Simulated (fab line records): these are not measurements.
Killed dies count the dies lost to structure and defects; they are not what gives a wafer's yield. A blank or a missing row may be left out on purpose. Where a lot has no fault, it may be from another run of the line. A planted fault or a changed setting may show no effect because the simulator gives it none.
A lot that was struck, set against a sound lot	flow berkeley-cmos170	17 steps out of a route of 331
Sound: the wafers L820.2, L820.5, L820.6. Wafers struck: L815.4, L815.5, L815.6. The cause is named last.
At each step with rows: each side's tool, then ch and its chambers, then its first start. Under that, the readings that differ: sound wafers	struck wafers	difference of the means	sigmas: that difference in standard deviations of wafers without a fault.
alike: readings whose means differ by less than 2 such deviations, and words and numbers that are the same on both sides. not compared: withheld readings, readings that some wafer has no value for, bounds like >300 that may hide the same value, and numbers for which the record gives no deviation and whose values overlap.
Wherever a step has rows on one side only, a row that says differs or no value, or a row with sigmas, the two part there. Non-overlapping numbers with no deviation appear without sigmas and do not part them. A reading missing from all wafers of one side parts the sides only when that side holds two or more wafers.

UCB170_NWELL_THK_MEAS_02:
  struck on film-metro-02, day 4 12:51; sound on film-metro-04, day 5 18:26
  alike: NWELL_OXIDE_THK
then, 2 steps without rows for these wafers: UCB170_NWELL_ANNEAL_03 (time 900 s); UCB170_NWELL_CVD_04 (deposits Si3N4 from SiH2Cl2/NH3, target thk 224 nm, time 3360 s).
UCB170_NWELL_THK_MEAS_05:
  struck on film-metro-04, day 4 18:59; sound on film-metro-02, day 6 01:17
  alike: NWELL_NITRIDE_THK
then, 6 steps without rows for these wafers: UCB170_NWELL_HMDS_06 (prime time 60 s); UCB170_NWELL_COAT_07 (resist thk 900 nm); UCB170_NWELL_SOFTBAKE_08 (time 60 s); UCB170_NWELL_EXPOSE_09 (exposes mask NWELL, target cd 3000 nm); UCB170_NWELL_PEB_10; UCB170_NWELL_DEVELOP_11 (develop time 45 s).
UCB170_NWELL_OVL_MEAS_12:
  struck on overlay-02, day 4 21:29; sound on overlay-02, day 6 02:19
  alike: NWELL_OVL
UCB170_NWELL_ETCH_13: etches Si3N4 in CH3F/Ar/O2, stops on SiO2, target depth 246.4 nm, time 154 s.
  sound on rie-diel-01 ch 1,2, day 6 02:20; struck on rie-diel-03 ch 2,3, day 4 21:31
reading	sound	struck	difference	sigmas
drypump-motor-current-A (A)	5.16 5.15 5.43	5.79 5.80 5.92	+0.59	+2
  alike: oes-product-au, throttle-valve-pct
  not compared: rf-hours-counter-h
UCB170_NWELL_IMPLANT_14:
  sound on implanter-03 ch 0, day 6 02:28; struck on implanter-02 ch 0, day 4 21:41
reading	sound	struck	difference	sigmas
beam-energy-keV	149.94 149.91 149.92	182.97 182.93 183.05	+33.06	+99 or more
model.implant.rp-nm (nm)	188.6 188.6 188.6	235.7 235.7 235.7	+47.1	
model.implant.drp-nm (nm)	62.72 62.72 62.72	72.68 72.68 72.68	+9.96	
  alike: beam-on-s, dose-ions-cm2
UCB170_NWELL_STRIP_15: strips in O2.
  sound on plasma-asher-03 ch 0,1, day 6 02:35; struck on plasma-asher-01 ch 0,1, day 4 21:47
  alike: drypump-motor-current-A, oes-product-au, strip-time-to-endpoint-s
  not compared: rf-hours-counter-h
UCB170_NWELL_TW_MEAS_16:
  struck on film-metro-01, day 4 21:53; sound on film-metro-02, day 6 02:42
reading	sound	struck	difference	sigmas
NWELL_TW	1239 1236 1240	1292 1289 1294	+53	+5
then, 1 step without rows for these wafers: UCB170_NWELL_CLEAN_17 (cleans in SPM, time 600 s).
-- the record jumps here: 6 days lie between the struck wafers' starts before and after (it left off in module NWELL and takes up again in module M3, whose first step shown is number 331 of the route) --
UCB170_M3_PROBE_99:
  struck on prober-02, day 10 18:03; sound on prober-01, day 12 12:37
reading	sound	struck	difference	sigmas
model.etest.nwell-pinched.rs-ohm-sq	1284 1286 1295	1257 1254 1245	-36	
model.etest.nwell.rs-ohm-sq	861.2 860.7 856.6	845.8 847.7 839.1	-15.3	
model.etest.nwell.line-ohm-um	364.5 358.7 362.5	356.9 356 353.2	-6.5	

## WHERE THEY PART
Last at UCB170_NWELL_TW_MEAS_16 as far as this record goes, first at UCB170_NWELL_ETCH_13.

WHY: whatever the simulator had introduced
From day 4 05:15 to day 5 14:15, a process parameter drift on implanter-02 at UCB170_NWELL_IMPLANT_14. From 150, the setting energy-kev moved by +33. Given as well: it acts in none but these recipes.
